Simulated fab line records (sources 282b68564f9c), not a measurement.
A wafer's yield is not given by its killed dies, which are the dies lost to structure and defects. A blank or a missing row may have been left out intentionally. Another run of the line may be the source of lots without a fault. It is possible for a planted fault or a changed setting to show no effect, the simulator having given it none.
A struck lot beside a sound one    flow ritCmos    14 out of 202 route steps
Sound: wafers L784.2, L784.3, L784.5. Struck: wafer L791.1 (L791.4, L791.6, from the same lot, were not struck and are left out); the cause is given at the end.
For every step that has rows: the tool of each side, followed by ch and its chambers, followed by its first start. Under that, the readings that differ: sound wafers    struck wafers    difference of the means    sigmas: that difference in standard deviations of wafers without a fault.
alike: readings with means less than 2 such deviations apart, plus words and numbers identical on both sides. not compared: withheld readings, readings lacking a value on some wafer, bounds such as >300 that could conceal the same value, and numbers that have no deviation in the record and whose values overlap.
A row with sigmas, a row that says differs or no value, or rows on one side alone: a step with any of these is where the two part. Numbers that don't overlap but have no deviation are shown without sigmas and don't part them. A reading that every wafer of one side lacks parts them only if that side has two wafers or more.

first, 1 step without rows for these wafers: RIT_ACTIVE_OXIDATION_01 (target thk 46.8 nm, ox time 3360 s).
RIT_ACTIVE_THK_MEAS_02:
  sound on filmMetro-01, day 2 23:04; struck on filmMetro-01, day 4 10:03
  alike: ACTIVE_OXIDE_THK
then, 1 step without rows for these wafers: RIT_ACTIVE_CVD_03 (deposits Si3N4 from SiH2Cl2/NH3, target thk 150 nm, time 1500 s).
RIT_ACTIVE_THK_MEAS_04:
  sound on filmMetro-01, day 3 00:32; struck on filmMetro-03, day 4 11:32
  alike: ACTIVE_NITRIDE_THK
then, 6 steps without rows for these wafers: RIT_ACTIVE_HMDS_05 (prime time 60 s); RIT_ACTIVE_COAT_06 (resist thk 1000 nm); RIT_ACTIVE_SOFTBAKE_07 (time 60 s); RIT_ACTIVE_EXPOSE_08 (exposes mask M1, target cd 1400 nm); RIT_ACTIVE_PEB_09; RIT_ACTIVE_DEVELOP_10 (develop time 50 s).
RIT_ACTIVE_CD_MEAS_11: the cd target is 1400 nm.
  sound on cdSem-02, day 3 01:35; struck on cdSem-01, day 4 12:34
reading    sound                 struck  difference  sigmas
cdNm (nm)  1396.9 1395.8 1395.6  1402.3  +6.2        +3
then, 1 step without rows for these wafers: RIT_ACTIVE_HARDBAKE_12 (time 60 s).
RIT_ACTIVE_ETCH_13: etches Si3N4 in SF6, stops on SiO2, time 210 s, target depth 210 nm.
  sound on rieDiel-04 ch 0,1,3, day 3 01:50; struck on rieDiel-03 ch 2, day 4 12:50
reading                                     sound              struck  difference  sigmas
drypumpMotorCurrentA (A)                    6.4 5.4 5.5        4.7     -1.1        -2
oesProductAu (a.u.)                         0.835 0.837 0.827  0.799   -0.034      -3
model.NOVOLAK_of_ACTIVE_COAT_06.thkNm (nm)  648.8 647.2 648.6  713.5   +65.3       
  alike: throttleValvePct
  not compared: rfHoursCounterH
RIT_ACTIVE_STRIP_14: strips in O2, time 180 s.
  sound on plasmaAsher-04 ch 0, day 3 01:58; struck on plasmaAsher-01 ch 1, day 4 12:58
reading                   sound        struck  difference  sigmas
drypumpMotorCurrentA (A)  5.5 5.5 5.5  6.2     +0.7        +2
  not compared: rfHoursCounterH

## WHERE THEY PART
Last at RIT_ACTIVE_STRIP_14 as far as this record goes, first at RIT_ACTIVE_CD_MEAS_11.

WHY: whatever the simulator had introduced
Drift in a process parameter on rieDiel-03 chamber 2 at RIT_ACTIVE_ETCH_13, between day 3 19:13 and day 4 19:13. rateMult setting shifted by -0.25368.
